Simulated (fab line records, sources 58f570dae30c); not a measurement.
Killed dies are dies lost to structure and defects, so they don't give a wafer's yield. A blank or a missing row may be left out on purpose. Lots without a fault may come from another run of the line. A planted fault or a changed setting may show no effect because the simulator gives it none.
One fault seen from 2 desks | flow berkeley_cmos170 | each desk has only its own numbers; what lay behind them comes last

THE METROLOGY DESK
What the gauges read, lot by lot, whatever tool the lot ran on: means of the sampled wafers that have a number. A lot is out of limits, marked OUT, if its mean lies more than 4 standard deviations from the usual mean; the brackets give that distance.
Columns: A = cd_nm at UCB170_M1_CD_MEAS_90, usual 700.1 nm; B = V2_OVL at UCB170_V2_OVL_MEAS_13, usual -3 nm
lot  | first seen here | A     | B
L679 | day 6 19:43     | 699.9 | 3
L678 | day 6 22:20     | 701.7 | -9
L680 | day 7 02:26     | 698.9 | -2
L681 | day 7 04:47     | 706.3 | -8
L683 | day 7 18:26     | 696.3 | -5
L682 | day 7 21:06     | 701.3 | -1
L687 | day 8 02:08     | 697.3 | -8
L684 | day 8 03:02     | 702.5 | -0
L689 | day 8 12:22     | 699.7 | 2
L695 | day 10 19:38    | 697.7 | -4
L696 | day 10 23:06    | 702.7 | -6
L701 | day 11 21:58    | 700.3 | -3
L700 | day 11 22:16    | 697.9 | 2
This desk's finding: nothing out of limits on any of the 13 lots.

THE TOOL OWNER'S DESK: rie_si-01
The tool's own readings at UCB170_GATE_ETCH_15 (etches poly-Si in HBr/Cl2, stops on SiO2, time 56.3 s, target depth 278.2 nm): means of the sampled wafers that have a number, for each lot that ran on this tool. A lot is out of limits, marked OUT, if its mean lies more than 4 standard deviations from the usual mean; the brackets give that distance.
Columns: A = drypump_motor_current_A at UCB170_GATE_ETCH_15, usual 5.7 A; B = oes_product_au at UCB170_GATE_ETCH_15, usual 0.825 a.u.; C = throttle_valve_pct at UCB170_GATE_ETCH_15, usual 26.5 %
lot  | first seen here | A   | B     | C
L679 | day 5 13:05     | 5.2 | 0.821 | 26.5
L678 | day 5 13:29     | 5.5 | 0.830 | 26.5
L681 | day 6 03:20     | 5.5 | 0.827 | 26.6
L682 | day 6 21:02     | 5.7 | 0.810 | 26.5
L689 | day 7 14:42     | 6.0 | 0.824 | 26.8
L701 | day 10 16:35    | 5.7 | 0.830 | 26.7
This desk's finding: nothing out of limits on any of the 6 lots.

PUT TOGETHER
The metrology desk saw nothing out of limits.
The tool owner's desk saw nothing out of limits.

WHAT THE SIMULATOR HAD PUT IN
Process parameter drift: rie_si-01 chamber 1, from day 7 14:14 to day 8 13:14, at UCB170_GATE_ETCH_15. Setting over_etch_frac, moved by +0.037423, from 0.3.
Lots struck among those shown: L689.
